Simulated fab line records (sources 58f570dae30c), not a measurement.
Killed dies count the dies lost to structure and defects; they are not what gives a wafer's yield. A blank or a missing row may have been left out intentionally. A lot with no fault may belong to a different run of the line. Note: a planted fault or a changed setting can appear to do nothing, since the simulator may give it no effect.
fab line records ; flow berkeley_cmos170
[record] lots = 7; wafers = 21; last_day = 14
route steps=331 shown M3@310
lots that met no fault: taken from a fault-free run of the same line
start_h: hours from the record's first day to the start of the lot's first wafer shown ; wait_h: how many hours have passed since the lot's step before this one ; " as in the row above ; L1.1+2: several wafers, shown together as one row ; - no value present, or no start provided ; * or withheld: withheld ; < > ~ a bound
route shown NAME@n: a module of which the file shows steps, and the number in the route of the first ; usual: mean/standard deviation of fault-free wafers ; same: alike in all rows ; chamber/n: place in a boat ; sites: readings site by site ; _std_site: the values' standard deviation ; _edge_site: the outer-site mean with the inner-site mean subtracted ; radius_mm: for every site, how far away it sits from the centre of the wafer ; mask NAME#n: copy n ; behind: the tool/chamber that last shaped the wafer ; hold: why the lot was held/for how many hours/how that ended ; device: which transistor (n, p or np) failed to switch ; end of line: the route-end tests of the same wafers ; for a step that has no rows: nothing shown but its recipe ; killed: not the wafer's yield, but the dies lost to structure and defects at the first sort ; map: the dies of a wafer, with x for killed, . for not killed, _ for no die there
set.NAME: setting as actually run; set.NAME@STEP: the setting as run at that earlier step ; model.NAME: the simulator's own value behind a step, which no gauge read
lots at selected steps of the route; one table per step, one row per wafer
services: from which hour (start_h, from the record's first day; less than 0 if before it) a tool's chamber was out of use, for how many hours, and why
[[steps]]
[step UCB170_M3_SPUTTER_01]
[recipe] material = Al; target_thk_nm = 900; time_s = 120; power_w = 6000; chamber_pressure_pa = 0.5
[usual] throttle_valve_pct = 29.8/0.94
lot.wafer;tool;chamber;start_h;wait_h;throttle_valve_pct
L449.3;pvd_sputter-02;-;251.09;0.0;30.3
L449.4;pvd_sputter-02;-;251.09;0.0;29.6
L449.5;pvd_sputter-02;-;251.09;0.0;30.3
L451.3;pvd_sputter-01;-;266.58;0.0;28.1
L451.4;pvd_sputter-01;-;266.58;0.0;29.5
L451.6;pvd_sputter-01;-;266.58;0.0;28.3
L450.2;pvd_sputter-03;-;270.24;0.0;28.3
L450.5;pvd_sputter-03;-;270.24;0.0;31.5
L450.6;pvd_sputter-03;-;270.24;0.0;29.5
L452.3;pvd_sputter-01;-;271.05;0.0;30.4
L452.4;pvd_sputter-01;-;271.05;0.0;28.4
L452.5;pvd_sputter-01;-;271.05;0.0;29.2
L453.2;pvd_sputter-02;-;271.35;0.0;30.3
L453.3;pvd_sputter-02;-;271.35;0.0;31.2
L453.6;pvd_sputter-02;-;271.35;0.0;30.9
L457.3;pvd_sputter-01;-;304.69;0.0;29.1
L457.4;pvd_sputter-01;-;304.69;0.0;29.2
L457.6;pvd_sputter-01;-;304.69;0.0;27.9
L461.3;pvd_sputter-03;-;320.55;0.0;29.4
L461.4;pvd_sputter-03;-;320.55;0.0;31.6
L461.6;pvd_sputter-03;-;320.55;0.0;31.6
[step UCB170_M3_RS_MEAS_02]
[recipe] thk_meas_gauge = four-point-probe; reads = Al_of_M3_SPUTTER_01
[usual] M3_AL_RS = 0.0321/0.0003
lot.wafer;tool;chamber;start_h;wait_h;M3_AL_RS[ohm/sq]
L449.3;film_metro-01;-;251.26;0.1;0.0326
L449.4;film_metro-01;-;251.26;0.1;0.0330
L449.5;film_metro-01;-;251.26;0.1;0.0325
L451.3;film_metro-01;-;266.70;0.1;0.0321
L451.4;film_metro-01;-;266.70;0.1;0.0319
L451.6;film_metro-01;-;266.70;0.1;0.0321
L450.2;film_metro-02;-;270.34;0.1;0.0317
L450.5;film_metro-02;-;270.34;0.1;0.0317
L450.6;film_metro-02;-;270.34;0.1;0.0316
L452.3;film_metro-04;-;271.17;0.1;0.0323
L452.4;film_metro-04;-;271.17;0.1;0.0325
L452.5;film_metro-04;-;271.17;0.1;0.0326
L453.2;film_metro-02;-;271.45;0.1;0.0323
L453.3;film_metro-02;-;271.45;0.1;0.0322
L453.6;film_metro-02;-;271.45;0.1;0.0322
L457.3;film_metro-02;-;304.81;0.1;0.0314
L457.4;film_metro-02;-;304.81;0.1;0.0320
L457.6;film_metro-02;-;304.81;0.1;0.0319
L461.3;film_metro-04;-;320.67;0.1;0.0320
L461.4;film_metro-04;-;320.67;0.1;0.0322
L461.6;film_metro-04;-;320.67;0.1;0.0320
[step UCB170_M3_THK_MEAS_03]
[recipe] thk_meas_gauge = xrf; reads = Al_of_M3_SPUTTER_01
[usual] M3_AL_THK = 902/10
lot.wafer;tool;chamber;start_h;wait_h;M3_AL_THK[nm]
L449.3;film_metro-01;-;251.36;0.1;889
L449.4;film_metro-01;-;251.36;0.1;876
L449.5;film_metro-01;-;251.36;0.1;887
L451.3;film_metro-01;-;266.80;0.1;891
L451.4;film_metro-01;-;266.80;0.1;901
L451.6;film_metro-01;-;266.80;0.1;894
L450.2;film_metro-02;-;270.45;0.1;914
L450.5;film_metro-02;-;270.45;0.1;913
L450.6;film_metro-02;-;270.45;0.1;920
L452.3;film_metro-04;-;271.27;0.1;897
L452.4;film_metro-04;-;271.27;0.1;895
L452.5;film_metro-04;-;271.27;0.1;885
L453.2;film_metro-02;-;271.56;0.1;902
L453.3;film_metro-02;-;271.56;0.1;905
L453.6;film_metro-02;-;271.56;0.1;907
L457.3;film_metro-02;-;304.91;0.1;925
L457.4;film_metro-02;-;304.91;0.1;908
L457.6;film_metro-02;-;304.91;0.1;913
L461.3;film_metro-04;-;320.77;0.1;909
L461.4;film_metro-04;-;320.77;0.1;898
L461.6;film_metro-04;-;320.77;0.1;907
[step UCB170_M3_HMDS_04]
[recipe] prime_time_s = 60; prime_temp_c = 100
[step UCB170_M3_COAT_05]
[recipe] resist = KrF; spin_rpm = 1500; resist_thk_nm = 900
[step UCB170_M3_SOFTBAKE_06]
[recipe] resist = KrF; temp_c = 130; time_s = 60
[step UCB170_M3_STRIP_07]
[recipe] chemistry = O2; power_w = 400; pressure_mtorr = 3500; platen_temp_c = withheld; o2_flow_sccm = 400; overash_fraction = 0.5
[usual] drypump_motor_current_A = 5.7/0.51; oes_product_au = 0.734/0.0043; strip_time_to_endpoint_s = 21.98/0.073
lot.wafer;tool;chamber;start_h;wait_h;drypump_motor_current_A;oes_product_au;rf_hours_counter_h;strip_time_to_endpoint_s
L449.3;plasma_asher-01;0;251.88;0.1;6.1;0.730;-;21.84
L449.4;plasma_asher-01;1;251.88;0.1;6.0;0.728;-;21.88
L449.5;plasma_asher-01;0;251.88;0.1;6.1;0.739;-;21.87
L451.3;plasma_asher-03;0;267.33;0.1;6.1;0.733;-;21.92
L451.4;plasma_asher-03;1;267.33;0.1;4.9;0.740;-;21.91
L451.6;plasma_asher-03;1;267.33;0.1;4.9;0.737;-;21.90
L450.2;plasma_asher-02;1;270.95;0.1;5.9;0.736;17;21.91
L450.5;plasma_asher-02;0;270.95;0.1;5.0;0.737;-;21.89
L450.6;plasma_asher-02;1;270.95;0.1;5.9;0.731;-;21.89
L452.3;plasma_asher-03;1;271.79;0.1;4.9;0.737;-;21.94
L452.4;plasma_asher-03;0;271.79;0.1;6.1;0.734;-;22.02
L452.5;plasma_asher-03;0;271.79;0.1;6.1;0.735;-;21.91
L453.2;plasma_asher-01;0;272.06;0.1;6.1;0.735;54;21.99
L453.3;plasma_asher-01;1;272.06;0.1;6.0;0.733;-;21.99
L453.6;plasma_asher-01;1;272.06;0.1;6.0;0.735;-;22.00
L457.3;plasma_asher-02;1;305.69;0.1;5.8;0.734;-;21.92
L457.4;plasma_asher-02;0;305.69;0.1;5.0;0.735;-;21.91
L457.6;plasma_asher-02;1;305.69;0.1;5.8;0.735;-;21.97
L461.3;plasma_asher-03;1;321.75;0.1;4.9;0.729;-;21.91
L461.4;plasma_asher-03;0;321.75;0.1;6.1;0.730;-;21.97
L461.6;plasma_asher-03;1;321.75;0.1;4.9;0.731;-;21.96
[step UCB170_M3_STRIP_08]
[recipe] chemistry = DMSO; temp_c = 80; time_s = 600; material = KrF
[step UCB170_M3_COAT_09]
[recipe] resist = BARC; temp_c = withheld; time_s = withheld; spin_rpm = 3000; resist_thk_nm = withheld
[step UCB170_M3_COAT_10]
[recipe] resist = KrF; spin_rpm = 1500; resist_thk_nm = 900
[step UCB170_M3_SOFTBAKE_11]
[recipe] resist = KrF; temp_c = 130; time_s = 60
[step UCB170_M3_EXPOSE_12]
[recipe] mask_id = METAL3; target_cd_nm = 700; na = 0.5; sigma_outer = 0.6; source_shape = conventional; dose_mj = 26
[step UCB170_M3_PEB_13]
[recipe] peb_temp_c = 130; peb_time_s = withheld; resist = KrF
[usual] chill_plate_temp_C = 22.99/0.095; exhaust_pa = 45.0/0.85
lot.wafer;tool;chamber;start_h;wait_h;chill_plate_temp_C;exhaust_pa
L449.3;litho_track-01;0;252.95;0.2;22.88;45.5
L449.4;litho_track-01;0;252.95;0.2;22.95;45.2
L449.5;litho_track-01;0;252.95;0.2;22.99;44.9
L451.3;litho_track-03;0;268.35;0.1;22.85;45.7
L451.4;litho_track-03;0;268.35;0.1;22.91;45.2
L451.6;litho_track-03;0;268.35;0.1;22.86;46.5
L450.2;litho_track-04;-;272.55;0.7;-;-
L450.5;litho_track-04;-;272.55;0.7;-;-
L450.6;litho_track-04;-;272.55;0.7;-;-
L452.3;litho_track-01;-;274.19;1.0;-;-
L452.4;litho_track-01;-;274.19;1.0;-;-
L452.5;litho_track-01;-;274.19;1.0;-;-
L453.2;litho_track-03;-;274.46;0.7;-;-
L453.3;litho_track-03;-;274.46;0.7;-;-
L453.6;litho_track-03;-;274.46;0.7;-;-
L457.3;litho_track-01;0;307.28;0.3;22.92;43.4
L457.4;litho_track-01;0;307.28;0.3;22.70;44.3
L457.6;litho_track-01;0;307.28;0.3;23.04;44.0
L461.3;litho_track-04;0;323.85;0.4;23.00;44.7
L461.4;litho_track-04;0;323.85;0.4;23.10;45.1
L461.6;litho_track-04;0;323.85;0.4;23.13;45.1
[step UCB170_M3_DEVELOP_14]
[recipe] developer = TMAH; develop_time_s = 45; resist = KrF; dev_temp_c = 21
[[services]]
tool;chamber;start_h;hours;kind
plasma_asher-03;-;227.82;2.5;repair
plasma_asher-02;-;228.72;2.8;pm
pvd_sputter-01;-;249.72;5.3;repair
pvd_sputter-03;-;264.65;1.0;repair
pvd_sputter-03;-;276.71;4.5;repair
pvd_sputter-02;-;280.12;0.8;repair
[[key]]
[first_sign] step = UCB170_M3_PEB_13; reading = tool_record; direction = missing
effect none on later readings
met_at UCB170_M3_PEB_13
struck_wafers L450.2,L450.5,L450.6,L452.3,L452.4,L452.5,L453.2,L453.3,L453.6
later_rows_left_out L450.2,L450.5,L450.6,L452.3,L452.4,L452.5,L453.2,L453.3,L453.6
sort_left_out L450.2,L450.5,L450.6,L452.3,L452.4,L452.5,L453.2,L453.3,L453.6
onset_between 268.35 272.55
[fault] kind = skipped_step_whole; tool = litho_track-01,litho_track-03,litho_track-04; chamber = -; onset_h = 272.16; steps = UCB170_M3_PEB_13; scope = struck_lots_only
// sort_left_out: the simulated sort isn't trusted on such a fault, so these wafers' sort isn't shown, and their yield isn't known
// later_rows_left_out: the simulator's readings of these wafers behind a module that went badly wrong aren't trusted and aren't shown, but for the sort
